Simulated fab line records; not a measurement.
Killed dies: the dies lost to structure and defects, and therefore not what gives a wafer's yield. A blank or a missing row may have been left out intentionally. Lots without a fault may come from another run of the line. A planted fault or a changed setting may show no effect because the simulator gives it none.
A struck lot beside a sound one || flow berkeley-cmos170 || 14 out of 331 route steps
Sound: these wafers, L689.2, L689.5, L689.6. Struck: wafers L685.2, L685.3, L685.5. The cause is named last.
For every step that has rows: the tool of each side, followed by ch and its chambers, followed by its first start. Under that, the readings that differ: sound wafers || struck wafers || difference of the means || sigmas: that difference in standard deviations of wafers without a fault.
alike: same words and numbers on both sides, and readings whose means sit less than 2 such deviations apart. not compared: any withheld reading, any reading some wafer has no value for, any bound like >300 that may hide the same value, and any number with overlapping values for which the record gives no deviation.
A row with sigmas, a row that says differs or no value, or rows on one side alone: a step with any of these is where the two part. Numbers that don't overlap but have no deviation are shown without sigmas and don't part them. A reading missing from all wafers of one side parts the sides only when that side holds two or more wafers.

first, 1 step without rows for these wafers: UCB170_CONTACT_CLEAN_07 (cleans in SPM, time 600 s).
UCB170_CONTACT_RTA_08: time 10 s.
  sound on rtp-anneal-02 ch 0, day 12 03:17; struck on rtp-anneal-01 ch 0, day 11 10:13
{"reading": "lamp-power-pct (%)", "sound": "28.92 28.89 28.90", "struck": "28.34 28.32 28.36", "difference": -0.56, "sigmas": -2}
{"reading": "wafer_temp_C_max", "sound": "903.8 903.1 903.7", "struck": "906.3 906.7 907.4", "difference": "+3.3", "sigmas": "+2"}
then, 6 steps without rows for these wafers: UCB170_CONTACT_COAT_09; UCB170_CONTACT_COAT_10 (resist thk 900 nm); UCB170_CONTACT_SOFTBAKE_11 (time 60 s); UCB170_CONTACT_EXPOSE_12 (exposes mask CONT, target cd 700 nm); UCB170_CONTACT_PEB_13; UCB170_CONTACT_DEVELOP_14 (develop time 45 s).
UCB170_CONTACT_CD_MEAS_15: the cd target is 700 nm.
  sound on cd-sem-01, day 12 04:22; struck on cd-sem-02, day 11 11:52
  alike: cd-nm
UCB170_CONTACT_OVL_MEAS_16:
  sound on overlay-02, day 12 04:28; struck on overlay-02, day 11 11:58
  alike: CONTACT_OVL
UCB170_CONTACT_ETCH_17: etches BARC in N2/H2.
  sound on rie-diel-01 ch 0,1,3, day 12 04:30; struck on rie-diel-03 ch 0,2,3, day 11 12:00
  alike: chamber-pressure-mTorr, drypump-motor-current-A, oes-product-au, throttle-valve-pct
UCB170_CONTACT_ETCH_18: etches PSG in CHF3/CF4/Ar, stops on TiSi2, target depth 840 nm, time 195 s.
  sound: rie-diel-01 ch 0,1,3; struck: rie-diel-03 ch 0,2,3
  alike: cf4-flow-sccm, chamber-pressure-mTorr, drypump-motor-current-A, oes-product-au, throttle-valve-pct
  not compared: rf-hours-counter-h
UCB170_CONTACT_STRIP_19: strips in O2.
  sound on plasma-asher-04 ch 0,1, day 12 04:40; struck on plasma-asher-04 ch 0, day 11 12:10
  no value came back on the struck wafers for chamber-pressure-mTorr (mTorr), drypump-motor-current-A (A), oes-product-au (a.u.); on the sound wafers chamber-pressure-mTorr (mTorr) reads 3500 3497 3502
{"reading": "model.KrF_of_CONTACT_COAT_10.thk-nm (nm)", "sound": "0 0 0", "struck": "694.5 701.1 695.6", "difference": "+697.1", "sigmas": ""}
  not compared: rf-hours-counter-h
UCB170_CONTACT_CD_MEAS_90: the cd target is 700 nm.
  sound on cd-sem-02, day 12 04:47; struck on cd-sem-01, day 11 12:17
  alike: cd-nm

## WHERE THEY PART
First at UCB170_CONTACT_RTA_08; last, within this record, at UCB170_CONTACT_STRIP_19. Later steps at which nothing parts them and some readings are alike: UCB170_CONTACT_CD_MEAS_90.

WHY: what had been put in by the simulator
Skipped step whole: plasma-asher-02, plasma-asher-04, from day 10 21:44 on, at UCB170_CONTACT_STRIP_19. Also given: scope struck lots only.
